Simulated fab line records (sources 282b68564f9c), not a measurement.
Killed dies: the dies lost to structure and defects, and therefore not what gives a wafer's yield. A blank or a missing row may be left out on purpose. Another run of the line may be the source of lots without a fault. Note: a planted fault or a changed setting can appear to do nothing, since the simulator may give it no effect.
8D (eight disciplines) problem report, filled in by code + flow rit cmos + the parts of the form that need people (team, actions taken, sign-off) are left out

## 1. WHAT WENT WRONG
At RIT_SPACER_ETCHBACK_05, oes product au averages 0.685 a.u. over 6 wafers from 2 lots, while fault-free wafers read 0.846 a.u., standard deviation 0.016. That is -10 standard deviations from the usual mean.
The step: etches Si3N4 in SF6/CHF3, stops on SiO2, target depth 250 nm, time 240 s.
The first sign was on wafer L879.1 at day 5 10:44, on rie diel-01. The record has a number at this step for 42 wafers belonging to 14 lots. Rule for "out" (also "out of limits"): further than 4 standard deviations from the usual mean. The rest of the wafers with a number are treated as sound.

## 2. WHAT IT IS, AND WHAT IT ISN'T
| question                    | is                     | is not                                                                                       |
|-----------------------------|------------------------|----------------------------------------------------------------------------------------------|
| which readings at this step | oes product au         | drypump motor current A, throttle valve pct                                                  |
| which lots                  | L879, L880             | L868, L870, L871, L872, L874, L875, L876, L882, L884, L886, L887, L890                       |
| which wafers of those lots  | all that have a number | -                                                                                            |
| read on which tools         | rie diel-01            | rie diel-02, rie diel-03                                                                     |
| when                        | from day 5 10:44       | up to then (21 sound wafers); but 15 sound wafers of L882, L884, L886, L887, L890 came after |

## 3. SUSPECTS, AND WHAT RULES EACH OUT
Counting: a tool stays on the suspect list if, at a process step up to the reading, it processed all lots that are out and no sound lot following the first of them.
- rie diel-01 at RIT_SPACER_ETCHBACK_05 (etches Si3N4 in SF6/CHF3, stops on SiO2, target depth 250 nm, time 240 s): kept. It ran every lot that is out, first L879 (day 5 10:44), and no sound lot after that; its last sound lot up to then is L875 (day 4 18:08). Out on those wafers are its own readings of oes product au.
The count leaves rie diel-01 at RIT_SPACER_ETCHBACK_05.

## 4. THE CAUSE (what the simulator had put in)
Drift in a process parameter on rie diel-01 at RIT_SPACER_ETCHBACK_05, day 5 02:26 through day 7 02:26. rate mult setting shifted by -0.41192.
Only this tool survived the counting.

## 5. THE EFFECT CHAIN, in route order
Rows list readings where the struck wafers' mean (over those with a number) sits beyond 3 standard deviations from the usual. Only readings whose record carries a usual standard deviation are examined. hours: median over the lots of the time between each lot's start at the first step of this table that gives one and its start at this step. sigmas: the change, counted in usual standard deviations.
| hours | step                   | reading             | usual      | on struck wafers | change | sigmas |
|-------|------------------------|---------------------|------------|------------------|--------|--------|
| 0     | RIT_SPACER_ETCHBACK_05 | oes product au      | 0.846 a.u. | 0.685            | -0.161 | -10    |
| 11    | RIT_M1_PROBE_99        | killed at front end | 6.6        | 264.0            | +257.4 | +86    |
| 11    | RIT_M1_PROBE_99        | killed dies         | 6.6        | 264.0            | +257.4 | +86    |
| 11    | RIT_M1_PROBE_99        | killed on rim       | 1.8        | 70.0             | +68.2  | +49    |
Its process steps:
- RIT_SPACER_ETCHBACK_05: etches Si3N4 in SF6/CHF3, stops on SiO2, target depth 250 nm, time 240 s.
- RIT_M1_PROBE_99

## 6. WHAT WOULD HAVE CAUGHT IT SOONER
In this record no reading fell out of limits until day 5 10:44, 8 hours after the fault had begun at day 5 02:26.
